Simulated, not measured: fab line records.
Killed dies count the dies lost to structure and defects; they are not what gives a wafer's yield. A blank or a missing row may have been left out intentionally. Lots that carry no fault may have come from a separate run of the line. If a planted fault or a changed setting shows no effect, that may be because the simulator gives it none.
Split-lot study	flow berkeley-cmos170	23 wafers read from 5 lots, route of 331 steps

## ON THE SPLIT
At UCB170_CONTACT_ETCH_17 (etches BARC in N2/H2), the setting source-w was moved away from the recipe's 500 W on 12 of the 23 wafers read, by +9.0% to +11.6%. For the rest of the wafers, this setting stayed at what the recipe calls for.

The reading comes from the split's own step.

## THE READING
oes-product-au, in a.u., at UCB170_CONTACT_ETCH_17 (etches BARC in N2/H2). Typical for fault-free wafers on this fab line: 1.002 a.u., with standard deviation 0.02 a.u.

wafer	tool, chamber at the split	source-w as run, W	against the recipe	oes-product-au, a.u.	against lot-mates on the recipe
L074.1	rie-diel-01, 0	545.1	+9.0%	1.081	+0.076
L074.2	rie-diel-01, 1	545.1	+9.0%	1.044	+0.039
L074.3	rie-diel-01, 3	545.1	+9.0%	1.045	+0.040
L074.4	rie-diel-01, 2	500	recipe	0.985	-
L074.5	rie-diel-01, 0	500	recipe	1.025	-
L078.2	rie-diel-02, 2	500	recipe	0.975	-
L078.3	rie-diel-02, 3	558	+11.6%	1.036	+0.056
L078.4	rie-diel-02, 1	558	+11.6%	1.063	+0.083
L078.5	rie-diel-02, 0	500	recipe	0.984	-
L078.6	rie-diel-02, 1	558	+11.6%	1.068	+0.089
L083.1	rie-diel-01, 1	500	recipe	1.001	-
L083.2	rie-diel-01, 2	500	recipe	0.995	-
L083.4	rie-diel-01, 0	557.5	+11.5%	1.093	+0.095
L083.5	rie-diel-01, 0	557.5	+11.5%	1.093	+0.095
L083.6	rie-diel-01, 3	557.5	+11.5%	1.049	+0.051
L082.1	rie-diel-03, 2	550.5	+10.1%	1.046	+0.037
L082.2	rie-diel-03, 1	550.5	+10.1%	1.074	+0.065
L082.3	rie-diel-03, 3	550.5	+10.1%	1.069	+0.060
L082.5	rie-diel-03, 1	500	recipe	1.033	-
L082.6	rie-diel-03, 2	500	recipe	0.985	-
L084.2	rie-diel-01, 0	500	recipe	1.048	-
L084.4	rie-diel-01, 2	500	recipe	1.001	-
L084.5	rie-diel-01, 0	500	recipe	1.046	-

THE FIT
A straight line over all 23 wafers: oes-product-au changes by +0.0053 a.u. for each +1% of source-w; r = +0.79; the points scatter about the line by 0.023 a.u.
The same after taking each lot's own level away (the mean of its wafers on the recipe; 23 wafers): +0.00632 a.u. for each +1%; r = +0.89; scatter 0.019 a.u.
On that fit, the largest move of source-w shifts the reading by 0.073 a.u.
Measured against the standard deviation above, the lots' own levels, which go from 0.9795 to 1.0317 a.u., span 2.6 times it.
So the lot-to-lot level blurs the effect unless lot-mates are compared.
Check: +0.0745 a.u. against its lot-mates is what the line predicts for one of the wafers moved furthest among these (+11.6%) when that wafer is left out of the fit. Against them it came out at +0.0565 a.u.
Tool readings at the split's step, against how far the setting was moved: oes-product-au r = +0.79.

## FILE'S OWN FIT
oes-product-au changes by +0.00627 a.u. for each +1% of source-w, r = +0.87.
